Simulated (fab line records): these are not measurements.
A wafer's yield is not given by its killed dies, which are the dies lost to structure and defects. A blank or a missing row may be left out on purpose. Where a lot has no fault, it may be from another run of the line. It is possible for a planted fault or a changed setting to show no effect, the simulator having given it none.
fab line records / flow berkeley_cmos170
record lots=14 wafers=42 last_day=13
route steps=331 shown PVT@122 M1@239 V1@270 V2@305
lots that met no fault: from a run of the same line without faults
start_h: start of the lot's first displayed wafer, in hours after the record's first day / wait_h: time in hours since the lot's previous step / " as in the row above / L1.1+2: a single row standing in for several wafers / - either no value or no given start / * or withheld: withheld / < > ~ a bound
route shown NAME@n: a module of which the file shows steps, and the number in the route of the first / usual: the fault-free wafers' mean and standard deviation / same: alike in all rows / chamber/n: place in a boat / sites: the reading at each site / _std_site: their standard deviation / _edge_site: outer sites' mean less inner sites' / radius_mm: for every site, how far away it sits from the centre of the wafer / mask NAME#n: copy n / behind: the most recent tool/chamber to have shaped the wafer / hold: why the lot went on hold/how many hours it stayed there/how the hold came to an end / device: transistor that didn't switch, given as n, p or np / end of line: the route-end tests of the same wafers / a step given without rows: its recipe and nothing more / killed: dies lost to structure and defects at the first sort, not the wafer's yield / map: per-die view of a wafer (x killed, . not killed, _ where there is no die)
set.NAME: the run value of the setting; set.NAME@STEP: its run value at that earlier step / model.NAME: the simulator's own value behind a step, which no gauge read
a sample of lots followed through the steps of the route, with each step as a table and each wafer as a row
services: the hour from which a tool's chamber was out of use, counted from the record's first day as start_h (under 0 if before that day), plus the number of hours and why
## steps
# step UCB170_PVT_IMPLANT_07
# recipe species=P dose_cm2=2e+12 energy_kev=30 tilt_deg=7
# usual beam_on_s=10.02/0.19 faraday_current_uA=6.34/0.12
lot.wafer=L178.2 tool=implanter-02 chamber=0 start_h=137.36 wait_h=0.0 beam_on_s=10.02 faraday_current_uA=6.32
lot.wafer=L178.5 tool=implanter-02 chamber=0 start_h=137.36 wait_h=0.0 beam_on_s=10.19 faraday_current_uA=6.21
lot.wafer=L178.6 tool=implanter-02 chamber=0 start_h=137.36 wait_h=0.0 beam_on_s=9.73 faraday_current_uA=6.49
lot.wafer=L179.1 tool=implanter-03 chamber=0 start_h=137.56 wait_h=0.0 beam_on_s=10.09 faraday_current_uA=6.29
lot.wafer=L179.3 tool=implanter-03 chamber=0 start_h=137.56 wait_h=0.0 beam_on_s=10.26 faraday_current_uA=6.17
lot.wafer=L179.4 tool=implanter-03 chamber=0 start_h=137.56 wait_h=0.0 beam_on_s=10.06 faraday_current_uA=6.34
lot.wafer=L181.3 tool=implanter-02 chamber=0 start_h=137.88 wait_h=0.1 beam_on_s=9.92 faraday_current_uA=6.36
lot.wafer=L181.4 tool=implanter-02 chamber=0 start_h=137.88 wait_h=0.1 beam_on_s=9.92 faraday_current_uA=6.36
lot.wafer=L181.5 tool=implanter-02 chamber=0 start_h=137.88 wait_h=0.1 beam_on_s=10.20 faraday_current_uA=6.23
lot.wafer=L180.2 tool=implanter-01 chamber=0 start_h=138.14 wait_h=0.0 beam_on_s=9.94 faraday_current_uA=6.40
lot.wafer=L180.4 tool=implanter-01 chamber=0 start_h=138.14 wait_h=0.0 beam_on_s=10.18 faraday_current_uA=6.22
lot.wafer=L180.6 tool=implanter-01 chamber=0 start_h=138.14 wait_h=0.0 beam_on_s=10.18 faraday_current_uA=6.23
lot.wafer=L183.4 tool=implanter-01 chamber=0 start_h=155.52 wait_h=0.1 beam_on_s=10.23 faraday_current_uA=6.21
lot.wafer=L183.5 tool=implanter-01 chamber=0 start_h=155.52 wait_h=0.1 beam_on_s=9.97 faraday_current_uA=6.34
lot.wafer=L183.6 tool=implanter-01 chamber=0 start_h=155.52 wait_h=0.1 beam_on_s=9.64 faraday_current_uA=6.59
lot.wafer=L182.1 tool=implanter-03 chamber=0 start_h=155.72 wait_h=0.0 beam_on_s=10.08 faraday_current_uA=6.26
lot.wafer=L182.4 tool=implanter-03 chamber=0 start_h=155.72 wait_h=0.0 beam_on_s=10.22 faraday_current_uA=6.25
lot.wafer=L182.5 tool=implanter-03 chamber=0 start_h=155.72 wait_h=0.0 beam_on_s=10.00 faraday_current_uA=6.38
lot.wafer=L186.2 tool=implanter-03 chamber=0 start_h=175.34 wait_h=0.0 beam_on_s=10.10 faraday_current_uA=6.29
lot.wafer=L186.5 tool=implanter-03 chamber=0 start_h=175.34 wait_h=0.0 beam_on_s=10.40 faraday_current_uA=6.12
lot.wafer=L186.6 tool=implanter-03 chamber=0 start_h=175.34 wait_h=0.0 beam_on_s=9.86 faraday_current_uA=6.45
lot.wafer=L184.2 tool=implanter-01 chamber=0 start_h=176.06 wait_h=0.0 beam_on_s=9.64 faraday_current_uA=6.58
lot.wafer=L184.5 tool=implanter-01 chamber=0 start_h=176.06 wait_h=0.0 beam_on_s=10.16 faraday_current_uA=6.28
lot.wafer=L184.6 tool=implanter-01 chamber=0 start_h=176.06 wait_h=0.0 beam_on_s=10.19 faraday_current_uA=6.23
lot.wafer=L188.1 tool=implanter-03 chamber=0 start_h=182.49 wait_h=0.0 beam_on_s=7.72 faraday_current_uA=8.22
lot.wafer=L188.5 tool=implanter-03 chamber=0 start_h=182.49 wait_h=0.0 beam_on_s=7.67 faraday_current_uA=8.27
lot.wafer=L188.6 tool=implanter-03 chamber=0 start_h=182.49 wait_h=0.0 beam_on_s=7.47 faraday_current_uA=8.47
lot.wafer=L191.1 tool=implanter-03 chamber=0 start_h=208.92 wait_h=0.0 beam_on_s=7.64 faraday_current_uA=8.29
lot.wafer=L191.3 tool=implanter-03 chamber=0 start_h=208.92 wait_h=0.0 beam_on_s=7.56 faraday_current_uA=8.37
lot.wafer=L191.6 tool=implanter-03 chamber=0 start_h=208.92 wait_h=0.0 beam_on_s=7.48 faraday_current_uA=8.45
lot.wafer=L195.1 tool=implanter-02 chamber=0 start_h=218.33 wait_h=0.0 beam_on_s=10.00 faraday_current_uA=6.32
lot.wafer=L195.3 tool=implanter-02 chamber=0 start_h=218.33 wait_h=0.0 beam_on_s=10.10 faraday_current_uA=6.27
lot.wafer=L195.4 tool=implanter-02 chamber=0 start_h=218.33 wait_h=0.0 beam_on_s=10.07 faraday_current_uA=6.29
lot.wafer=L197.2 tool=implanter-01 chamber=0 start_h=246.62 wait_h=0.0 beam_on_s=9.90 faraday_current_uA=6.42
lot.wafer=L197.3 tool=implanter-01 chamber=0 start_h=246.62 wait_h=0.0 beam_on_s=10.27 faraday_current_uA=6.15
lot.wafer=L197.5 tool=implanter-01 chamber=0 start_h=246.62 wait_h=0.0 beam_on_s=9.88 faraday_current_uA=6.43
lot.wafer=L199.1 tool=implanter-01 chamber=0 start_h=247.08 wait_h=0.0 beam_on_s=9.80 faraday_current_uA=6.45
lot.wafer=L199.2 tool=implanter-01 chamber=0 start_h=247.08 wait_h=0.0 beam_on_s=9.91 faraday_current_uA=6.44
lot.wafer=L199.3 tool=implanter-01 chamber=0 start_h=247.08 wait_h=0.0 beam_on_s=9.96 faraday_current_uA=6.34
lot.wafer=L201.1 tool=implanter-01 chamber=0 start_h=258.45 wait_h=0.0 beam_on_s=10.25 faraday_current_uA=6.18
lot.wafer=L201.2 tool=implanter-01 chamber=0 start_h=258.45 wait_h=0.0 beam_on_s=9.76 faraday_current_uA=6.52
lot.wafer=L201.6 tool=implanter-01 chamber=0 start_h=258.45 wait_h=0.0 beam_on_s=10.08 faraday_current_uA=6.30
# step UCB170_PVT_TW_MEAS_09
# usual PVT_TW=503/3.8
lot.wafer=L178.2 tool=film_metro-03 chamber=- start_h=137.59 wait_h=0.1 PVT_TW=509
lot.wafer=L178.5 tool=film_metro-03 chamber=- start_h=137.59 wait_h=0.1 PVT_TW=507
lot.wafer=L178.6 tool=film_metro-03 chamber=- start_h=137.59 wait_h=0.1 PVT_TW=507
lot.wafer=L179.1 tool=film_metro-02 chamber=- start_h=137.81 wait_h=0.1 PVT_TW=503
lot.wafer=L179.3 tool=film_metro-02 chamber=- start_h=137.81 wait_h=0.1 PVT_TW=503
lot.wafer=L179.4 tool=film_metro-02 chamber=- start_h=137.81 wait_h=0.1 PVT_TW=505
lot.wafer=L181.3 tool=film_metro-02 chamber=- start_h=138.10 wait_h=0.1 PVT_TW=504
lot.wafer=L181.4 tool=film_metro-02 chamber=- start_h=138.10 wait_h=0.1 PVT_TW=505
lot.wafer=L181.5 tool=film_metro-02 chamber=- start_h=138.10 wait_h=0.1 PVT_TW=502
lot.wafer=L180.2 tool=film_metro-04 chamber=- start_h=138.37 wait_h=0.1 PVT_TW=499
lot.wafer=L180.4 tool=film_metro-04 chamber=- start_h=138.37 wait_h=0.1 PVT_TW=499
lot.wafer=L180.6 tool=film_metro-04 chamber=- start_h=138.37 wait_h=0.1 PVT_TW=503
lot.wafer=L183.4 tool=film_metro-03 chamber=- start_h=155.72 wait_h=0.1 PVT_TW=504
lot.wafer=L183.5 tool=film_metro-03 chamber=- start_h=155.72 wait_h=0.1 PVT_TW=506
lot.wafer=L183.6 tool=film_metro-03 chamber=- start_h=155.72 wait_h=0.1 PVT_TW=508
lot.wafer=L182.1 tool=film_metro-03 chamber=- start_h=155.97 wait_h=0.1 PVT_TW=504
lot.wafer=L182.4 tool=film_metro-03 chamber=- start_h=155.97 wait_h=0.1 PVT_TW=507
lot.wafer=L182.5 tool=film_metro-03 chamber=- start_h=155.97 wait_h=0.1 PVT_TW=507
lot.wafer=L186.2 tool=film_metro-02 chamber=- start_h=175.58 wait_h=0.1 PVT_TW=501
lot.wafer=L186.5 tool=film_metro-02 chamber=- start_h=175.58 wait_h=0.1 PVT_TW=501
lot.wafer=L186.6 tool=film_metro-02 chamber=- start_h=175.58 wait_h=0.1 PVT_TW=504
lot.wafer=L184.2 tool=film_metro-04 chamber=- start_h=176.30 wait_h=0.1 PVT_TW=497
lot.wafer=L184.5 tool=film_metro-04 chamber=- start_h=176.30 wait_h=0.1 PVT_TW=493
lot.wafer=L184.6 tool=film_metro-04 chamber=- start_h=176.30 wait_h=0.1 PVT_TW=496
lot.wafer=L188.1 tool=film_metro-03 chamber=- start_h=182.76 wait_h=0.1 PVT_TW=468
lot.wafer=L188.5 tool=film_metro-03 chamber=- start_h=182.76 wait_h=0.1 PVT_TW=468
lot.wafer=L188.6 tool=film_metro-03 chamber=- start_h=182.76 wait_h=0.1 PVT_TW=470
lot.wafer=L191.1 tool=film_metro-02 chamber=- start_h=209.17 wait_h=0.1 PVT_TW=466
lot.wafer=L191.3 tool=film_metro-02 chamber=- start_h=209.17 wait_h=0.1 PVT_TW=466
lot.wafer=L191.6 tool=film_metro-02 chamber=- start_h=209.17 wait_h=0.1 PVT_TW=465
lot.wafer=L195.1 tool=film_metro-02 chamber=- start_h=218.58 wait_h=0.1 PVT_TW=507
lot.wafer=L195.3 tool=film_metro-02 chamber=- start_h=218.58 wait_h=0.1 PVT_TW=505
lot.wafer=L195.4 tool=film_metro-02 chamber=- start_h=218.58 wait_h=0.1 PVT_TW=505
lot.wafer=L197.2 tool=film_metro-02 chamber=- start_h=246.85 wait_h=0.1 PVT_TW=505
lot.wafer=L197.3 tool=film_metro-02 chamber=- start_h=246.85 wait_h=0.1 PVT_TW=507
lot.wafer=L197.5 tool=film_metro-02 chamber=- start_h=246.85 wait_h=0.1 PVT_TW=503
lot.wafer=L199.1 tool=film_metro-03 chamber=- start_h=247.33 wait_h=0.1 PVT_TW=506
lot.wafer=L199.2 tool=film_metro-03 chamber=- start_h=247.33 wait_h=0.1 PVT_TW=510
lot.wafer=L199.3 tool=film_metro-03 chamber=- start_h=247.33 wait_h=0.1 PVT_TW=508
lot.wafer=L201.1 tool=film_metro-04 chamber=- start_h=258.70 wait_h=0.1 PVT_TW=500
lot.wafer=L201.2 tool=film_metro-04 chamber=- start_h=258.70 wait_h=0.1 PVT_TW=501
lot.wafer=L201.6 tool=film_metro-04 chamber=- start_h=258.70 wait_h=0.1 PVT_TW=500
# step UCB170_M1_RS_MEAS_01
# recipe thk_meas_gauge=four-point-probe reads=Al_of_M1_SPUTTER_00
# usual M1_AL_RS=0.0483/0.00054
lot.wafer=L178.2 tool=film_metro-03 chamber=- start_h=178.19 wait_h=0.1 M1_AL_RS[ohm/sq]=0.0479
lot.wafer=L178.5 tool=film_metro-03 chamber=- start_h=178.19 wait_h=0.1 M1_AL_RS[ohm/sq]=0.0479
lot.wafer=L178.6 tool=film_metro-03 chamber=- start_h=178.19 wait_h=0.1 M1_AL_RS[ohm/sq]=0.0480
lot.wafer=L180.2 tool=film_metro-04 chamber=- start_h=178.47 wait_h=0.1 M1_AL_RS[ohm/sq]=0.0482
lot.wafer=L180.4 tool=film_metro-04 chamber=- start_h=178.47 wait_h=0.1 M1_AL_RS[ohm/sq]=0.0482
lot.wafer=L180.6 tool=film_metro-04 chamber=- start_h=178.47 wait_h=0.1 M1_AL_RS[ohm/sq]=0.0487
lot.wafer=L181.3 tool=film_metro-03 chamber=- start_h=178.59 wait_h=0.1 M1_AL_RS[ohm/sq]=0.0488
lot.wafer=L181.4 tool=film_metro-03 chamber=- start_h=178.59 wait_h=0.1 M1_AL_RS[ohm/sq]=0.0487
lot.wafer=L181.5 tool=film_metro-03 chamber=- start_h=178.59 wait_h=0.1 M1_AL_RS[ohm/sq]=0.0487
lot.wafer=L179.1 tool=film_metro-04 chamber=- start_h=178.75 wait_h=0.0 M1_AL_RS[ohm/sq]=0.0481
lot.wafer=L179.3 tool=film_metro-04 chamber=- start_h=178.75 wait_h=0.0 M1_AL_RS[ohm/sq]=0.0480
lot.wafer=L179.4 tool=film_metro-04 chamber=- start_h=178.75 wait_h=0.0 M1_AL_RS[ohm/sq]=0.0479
lot.wafer=L183.4 tool=film_metro-03 chamber=- start_h=195.55 wait_h=0.1 M1_AL_RS[ohm/sq]=0.0485
lot.wafer=L183.5 tool=film_metro-03 chamber=- start_h=195.55 wait_h=0.1 M1_AL_RS[ohm/sq]=0.0484
lot.wafer=L183.6 tool=film_metro-03 chamber=- start_h=195.55 wait_h=0.1 M1_AL_RS[ohm/sq]=0.0482
lot.wafer=L182.1 tool=film_metro-04 chamber=- start_h=196.47 wait_h=0.0 M1_AL_RS[ohm/sq]=0.0483
lot.wafer=L182.4 tool=film_metro-04 chamber=- start_h=196.47 wait_h=0.0 M1_AL_RS[ohm/sq]=0.0483
lot.wafer=L182.5 tool=film_metro-04 chamber=- start_h=196.47 wait_h=0.0 M1_AL_RS[ohm/sq]=0.0483
lot.wafer=L184.2 tool=film_metro-04 chamber=- start_h=216.92 wait_h=0.1 M1_AL_RS[ohm/sq]=0.0481
lot.wafer=L184.5 tool=film_metro-04 chamber=- start_h=216.92 wait_h=0.1 M1_AL_RS[ohm/sq]=0.0481
lot.wafer=L184.6 tool=film_metro-04 chamber=- start_h=216.92 wait_h=0.1 M1_AL_RS[ohm/sq]=0.0484
lot.wafer=L186.2 tool=film_metro-03 chamber=- start_h=218.04 wait_h=0.1 M1_AL_RS[ohm/sq]=0.0491
lot.wafer=L186.5 tool=film_metro-03 chamber=- start_h=218.04 wait_h=0.1 M1_AL_RS[ohm/sq]=0.0487
lot.wafer=L186.6 tool=film_metro-03 chamber=- start_h=218.04 wait_h=0.1 M1_AL_RS[ohm/sq]=0.0486
lot.wafer=L188.1 tool=film_metro-03 chamber=- start_h=218.35 wait_h=0.0 M1_AL_RS[ohm/sq]=0.0496
lot.wafer=L188.5 tool=film_metro-03 chamber=- start_h=218.35 wait_h=0.0 M1_AL_RS[ohm/sq]=0.0491
lot.wafer=L188.6 tool=film_metro-03 chamber=- start_h=218.35 wait_h=0.0 M1_AL_RS[ohm/sq]=0.0495
lot.wafer=L191.1 tool=film_metro-01 chamber=- start_h=252.90 wait_h=0.0 M1_AL_RS[ohm/sq]=0.0489
lot.wafer=L191.3 tool=film_metro-01 chamber=- start_h=252.90 wait_h=0.0 M1_AL_RS[ohm/sq]=0.0485
lot.wafer=L191.6 tool=film_metro-01 chamber=- start_h=252.90 wait_h=0.0 M1_AL_RS[ohm/sq]=0.0489
lot.wafer=L195.1 tool=film_metro-01 chamber=- start_h=260.72 wait_h=0.0 M1_AL_RS[ohm/sq]=0.0486
lot.wafer=L195.3 tool=film_metro-01 chamber=- start_h=260.72 wait_h=0.0 M1_AL_RS[ohm/sq]=0.0485
lot.wafer=L195.4 tool=film_metro-01 chamber=- start_h=260.72 wait_h=0.0 M1_AL_RS[ohm/sq]=0.0485
lot.wafer=L199.1 tool=film_metro-03 chamber=- start_h=288.93 wait_h=0.0 M1_AL_RS[ohm/sq]=0.0489
lot.wafer=L199.2 tool=film_metro-03 chamber=- start_h=288.93 wait_h=0.0 M1_AL_RS[ohm/sq]=0.0491
lot.wafer=L199.3 tool=film_metro-03 chamber=- start_h=288.93 wait_h=0.0 M1_AL_RS[ohm/sq]=0.0486
lot.wafer=L197.2 tool=film_metro-01 chamber=- start_h=289.58 wait_h=0.1 M1_AL_RS[ohm/sq]=0.0489
lot.wafer=L197.3 tool=film_metro-01 chamber=- start_h=289.58 wait_h=0.1 M1_AL_RS[ohm/sq]=0.0492
lot.wafer=L197.5 tool=film_metro-01 chamber=- start_h=289.58 wait_h=0.1 M1_AL_RS[ohm/sq]=0.0490
lot.wafer=L201.1 tool=film_metro-01 chamber=- start_h=296.53 wait_h=0.0 M1_AL_RS[ohm/sq]=0.0482
lot.wafer=L201.2 tool=film_metro-01 chamber=- start_h=296.53 wait_h=0.0 M1_AL_RS[ohm/sq]=0.0479
lot.wafer=L201.6 tool=film_metro-01 chamber=- start_h=296.53 wait_h=0.0 M1_AL_RS[ohm/sq]=0.0481
# step UCB170_V1_CD_MEAS_90
# recipe target_cd_nm=700
# usual cd_nm=700.4/1.5
lot.wafer=L178.2 tool=cd_sem-02 chamber=- start_h=183.60 wait_h=0.1 cd_nm=698.2
lot.wafer=L178.5 tool=cd_sem-02 chamber=- start_h=183.60 wait_h=0.1 cd_nm=700.0
lot.wafer=L178.6 tool=cd_sem-02 chamber=- start_h=183.60 wait_h=0.1 cd_nm=698.1
lot.wafer=L180.2 tool=cd_sem-02 chamber=- start_h=184.86 wait_h=0.1 cd_nm=700.7
lot.wafer=L180.4 tool=cd_sem-02 chamber=- start_h=184.86 wait_h=0.1 cd_nm=701.9
lot.wafer=L180.6 tool=cd_sem-02 chamber=- start_h=184.86 wait_h=0.1 cd_nm=700.6
lot.wafer=L181.3 tool=cd_sem-02 chamber=- start_h=185.12 wait_h=0.1 cd_nm=700.7
lot.wafer=L181.4 tool=cd_sem-02 chamber=- start_h=185.12 wait_h=0.1 cd_nm=700.1
lot.wafer=L181.5 tool=cd_sem-02 chamber=- start_h=185.12 wait_h=0.1 cd_nm=701.6
lot.wafer=L179.1 tool=cd_sem-01 chamber=- start_h=185.35 wait_h=0.1 cd_nm=700.4
lot.wafer=L179.3 tool=cd_sem-01 chamber=- start_h=185.35 wait_h=0.1 cd_nm=701.4
lot.wafer=L179.4 tool=cd_sem-01 chamber=- start_h=185.35 wait_h=0.1 cd_nm=699.9
lot.wafer=L183.4 tool=cd_sem-01 chamber=- start_h=201.11 wait_h=0.1 cd_nm=698.7
lot.wafer=L183.5 tool=cd_sem-01 chamber=- start_h=201.11 wait_h=0.1 cd_nm=697.3
lot.wafer=L183.6 tool=cd_sem-01 chamber=- start_h=201.11 wait_h=0.1 cd_nm=699.5
lot.wafer=L182.1 tool=cd_sem-02 chamber=- start_h=202.45 wait_h=0.1 cd_nm=702.9
lot.wafer=L182.4 tool=cd_sem-02 chamber=- start_h=202.45 wait_h=0.1 cd_nm=703.5
lot.wafer=L182.5 tool=cd_sem-02 chamber=- start_h=202.45 wait_h=0.1 cd_nm=702.8
lot.wafer=L184.2 tool=cd_sem-02 chamber=- start_h=222.43 wait_h=0.1 cd_nm=700.8
lot.wafer=L184.5 tool=cd_sem-02 chamber=- start_h=222.43 wait_h=0.1 cd_nm=700.5
lot.wafer=L184.6 tool=cd_sem-02 chamber=- start_h=222.43 wait_h=0.1 cd_nm=700.4
lot.wafer=L186.2 tool=cd_sem-01 chamber=- start_h=224.75 wait_h=0.1 cd_nm=702.4
lot.wafer=L186.5 tool=cd_sem-01 chamber=- start_h=224.75 wait_h=0.1 cd_nm=702.7
lot.wafer=L186.6 tool=cd_sem-01 chamber=- start_h=224.75 wait_h=0.1 cd_nm=703.2
lot.wafer=L188.1 tool=cd_sem-02 chamber=- start_h=226.51 wait_h=0.1 cd_nm=700.8
lot.wafer=L188.5 tool=cd_sem-02 chamber=- start_h=226.51 wait_h=0.1 cd_nm=699.8
lot.wafer=L188.6 tool=cd_sem-02 chamber=- start_h=226.51 wait_h=0.1 cd_nm=702.6
lot.wafer=L191.1 tool=cd_sem-02 chamber=- start_h=258.91 wait_h=0.1 cd_nm=701.9
lot.wafer=L191.3 tool=cd_sem-02 chamber=- start_h=258.91 wait_h=0.1 cd_nm=700.2
lot.wafer=L191.6 tool=cd_sem-02 chamber=- start_h=258.91 wait_h=0.1 cd_nm=702.6
lot.wafer=L195.1 tool=cd_sem-02 chamber=- start_h=266.44 wait_h=0.1 cd_nm=699.8
lot.wafer=L195.3 tool=cd_sem-02 chamber=- start_h=266.44 wait_h=0.1 cd_nm=697.7
lot.wafer=L195.4 tool=cd_sem-02 chamber=- start_h=266.44 wait_h=0.1 cd_nm=698.5
lot.wafer=L199.1 tool=cd_sem-01 chamber=- start_h=294.24 wait_h=0.1 cd_nm=699.5
lot.wafer=L199.2 tool=cd_sem-01 chamber=- start_h=294.24 wait_h=0.1 cd_nm=701.9
lot.wafer=L199.3 tool=cd_sem-01 chamber=- start_h=294.24 wait_h=0.1 cd_nm=700.1
lot.wafer=L197.2 tool=cd_sem-01 chamber=- start_h=296.28 wait_h=0.1 cd_nm=698.6
lot.wafer=L197.3 tool=cd_sem-01 chamber=- start_h=296.28 wait_h=0.1 cd_nm=698.9
lot.wafer=L197.5 tool=cd_sem-01 chamber=- start_h=296.28 wait_h=0.1 cd_nm=697.6
lot.wafer=L201.1 tool=cd_sem-01 chamber=- start_h=303.35 wait_h=0.1 cd_nm=699.7
lot.wafer=L201.2 tool=cd_sem-01 chamber=- start_h=303.35 wait_h=0.1 cd_nm=700.3
lot.wafer=L201.6 tool=cd_sem-01 chamber=- start_h=303.35 wait_h=0.1 cd_nm=699.2
# step UCB170_V2_OVL_MEAS_13
# usual V2_OVL=5/5.7
lot.wafer=L178.2 tool=overlay-01 chamber=- start_h=188.20 wait_h=0.1 V2_OVL[nm]=3
lot.wafer=L178.5 tool=overlay-01 chamber=- start_h=188.20 wait_h=0.1 V2_OVL[nm]=7
lot.wafer=L178.6 tool=overlay-01 chamber=- start_h=188.20 wait_h=0.1 V2_OVL[nm]=-3
lot.wafer=L180.2 tool=overlay-01 chamber=- start_h=189.59 wait_h=0.1 V2_OVL[nm]=5
lot.wafer=L180.4 tool=overlay-01 chamber=- start_h=189.59 wait_h=0.1 V2_OVL[nm]=6
lot.wafer=L180.6 tool=overlay-01 chamber=- start_h=189.59 wait_h=0.1 V2_OVL[nm]=0
lot.wafer=L181.3 tool=overlay-01 chamber=- start_h=191.90 wait_h=0.1 V2_OVL[nm]=6
lot.wafer=L181.4 tool=overlay-01 chamber=- start_h=191.90 wait_h=0.1 V2_OVL[nm]=6
lot.wafer=L181.5 tool=overlay-01 chamber=- start_h=191.90 wait_h=0.1 V2_OVL[nm]=3
lot.wafer=L179.1 tool=overlay-01 chamber=- start_h=191.94 wait_h=0.1 V2_OVL[nm]=5
lot.wafer=L179.3 tool=overlay-01 chamber=- start_h=191.94 wait_h=0.1 V2_OVL[nm]=7
lot.wafer=L179.4 tool=overlay-01 chamber=- start_h=191.94 wait_h=0.1 V2_OVL[nm]=6
lot.wafer=L183.4 tool=overlay-01 chamber=- start_h=205.64 wait_h=0.1 V2_OVL[nm]=0
lot.wafer=L183.5 tool=overlay-01 chamber=- start_h=205.64 wait_h=0.1 V2_OVL[nm]=1
lot.wafer=L183.6 tool=overlay-01 chamber=- start_h=205.64 wait_h=0.1 V2_OVL[nm]=6
lot.wafer=L182.1 tool=overlay-01 chamber=- start_h=207.40 wait_h=0.1 V2_OVL[nm]=8
lot.wafer=L182.4 tool=overlay-01 chamber=- start_h=207.40 wait_h=0.1 V2_OVL[nm]=9
lot.wafer=L182.5 tool=overlay-01 chamber=- start_h=207.40 wait_h=0.1 V2_OVL[nm]=6
lot.wafer=L184.2 tool=overlay-01 chamber=- start_h=227.14 wait_h=0.1 V2_OVL[nm]=10
lot.wafer=L184.5 tool=overlay-01 chamber=- start_h=227.14 wait_h=0.1 V2_OVL[nm]=6
lot.wafer=L184.6 tool=overlay-01 chamber=- start_h=227.14 wait_h=0.1 V2_OVL[nm]=13
lot.wafer=L186.2 tool=overlay-02 chamber=- start_h=229.47 wait_h=0.1 V2_OVL[nm]=4
lot.wafer=L186.5 tool=overlay-02 chamber=- start_h=229.47 wait_h=0.1 V2_OVL[nm]=-1
lot.wafer=L186.6 tool=overlay-02 chamber=- start_h=229.47 wait_h=0.1 V2_OVL[nm]=3
lot.wafer=L188.1 tool=overlay-02 chamber=- start_h=231.45 wait_h=0.1 V2_OVL[nm]=1
lot.wafer=L188.5 tool=overlay-02 chamber=- start_h=231.45 wait_h=0.1 V2_OVL[nm]=-1
lot.wafer=L188.6 tool=overlay-02 chamber=- start_h=231.45 wait_h=0.1 V2_OVL[nm]=6
lot.wafer=L191.1 tool=overlay-02 chamber=- start_h=264.93 wait_h=0.1 V2_OVL[nm]=0
lot.wafer=L191.3 tool=overlay-02 chamber=- start_h=264.93 wait_h=0.1 V2_OVL[nm]=2
lot.wafer=L191.6 tool=overlay-02 chamber=- start_h=264.93 wait_h=0.1 V2_OVL[nm]=-6
lot.wafer=L195.1 tool=overlay-02 chamber=- start_h=272.24 wait_h=0.1 V2_OVL[nm]=11
lot.wafer=L195.3 tool=overlay-02 chamber=- start_h=272.24 wait_h=0.1 V2_OVL[nm]=9
lot.wafer=L195.4 tool=overlay-02 chamber=- start_h=272.24 wait_h=0.1 V2_OVL[nm]=10
lot.wafer=L199.1 tool=overlay-02 chamber=- start_h=300.89 wait_h=0.1 V2_OVL[nm]=9
lot.wafer=L199.2 tool=overlay-02 chamber=- start_h=300.89 wait_h=0.1 V2_OVL[nm]=6
lot.wafer=L199.3 tool=overlay-02 chamber=- start_h=300.89 wait_h=0.1 V2_OVL[nm]=11
lot.wafer=L197.2 tool=overlay-02 chamber=- start_h=302.77 wait_h=0.1 V2_OVL[nm]=7
lot.wafer=L197.3 tool=overlay-02 chamber=- start_h=302.77 wait_h=0.1 V2_OVL[nm]=10
lot.wafer=L197.5 tool=overlay-02 chamber=- start_h=302.77 wait_h=0.1 V2_OVL[nm]=10
lot.wafer=L201.1 tool=overlay-01 chamber=- start_h=309.36 wait_h=0.1 V2_OVL[nm]=3
lot.wafer=L201.2 tool=overlay-01 chamber=- start_h=309.36 wait_h=0.1 V2_OVL[nm]=7
lot.wafer=L201.6 tool=overlay-01 chamber=- start_h=309.36 wait_h=0.1 V2_OVL[nm]=-1
## services
tool=implanter-03 chamber=- start_h=126.08 hours=4.3 kind=repair
tool=implanter-02 chamber=- start_h=131.97 hours=2.8 kind=repair
tool=implanter-02 chamber=- start_h=145.39 hours=2.7 kind=repair
tool=implanter-01 chamber=- start_h=147.26 hours=1.1 kind=repair
tool=implanter-02 chamber=- start_h=195.07 hours=3.4 kind=pm
tool=implanter-01 chamber=- start_h=220.19 hours=1.7 kind=repair
tool=implanter-02 chamber=- start_h=220.25 hours=27.7 kind=pm
tool=implanter-01 chamber=- start_h=228.12 hours=0.7 kind=repair
## key
first_sign step=UCB170_PVT_IMPLANT_07 reading=faraday_current_uA direction=up sigmas=16 usual=6.34 struck=8.35
effect step=UCB170_PVT_IMPLANT_07 reading=beam_on_s direction=down sigmas=13 usual=10.02 struck=7.59
effect step=UCB170_PVT_TW_MEAS_09 reading=PVT_TW direction=down sigmas=9.4 usual=503 struck=467
met_at UCB170_PVT_IMPLANT_07
struck_lots L188,L191
tester_left_out L188,L191
not_acting_at UCB170_M1_RS_MEAS_01,UCB170_V1_CD_MEAS_90,UCB170_V2_OVL_MEAS_13
onset_between 175.34 182.49
fault kind=process_parameter_drift tool=implanter-03 chamber=- onset_h=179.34 steps=UCB170_PVT_IMPLANT_07 channel=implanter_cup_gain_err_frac offset=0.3 shape=step end_h=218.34
# tester_left_out: of these lots the tester's yield and bins aren't shown, on N5 and GAA mostly nor the transistor test; their killed dies are dies lost to structure and defects alone, not to doping, threshold or leakage, so they don't give the yield
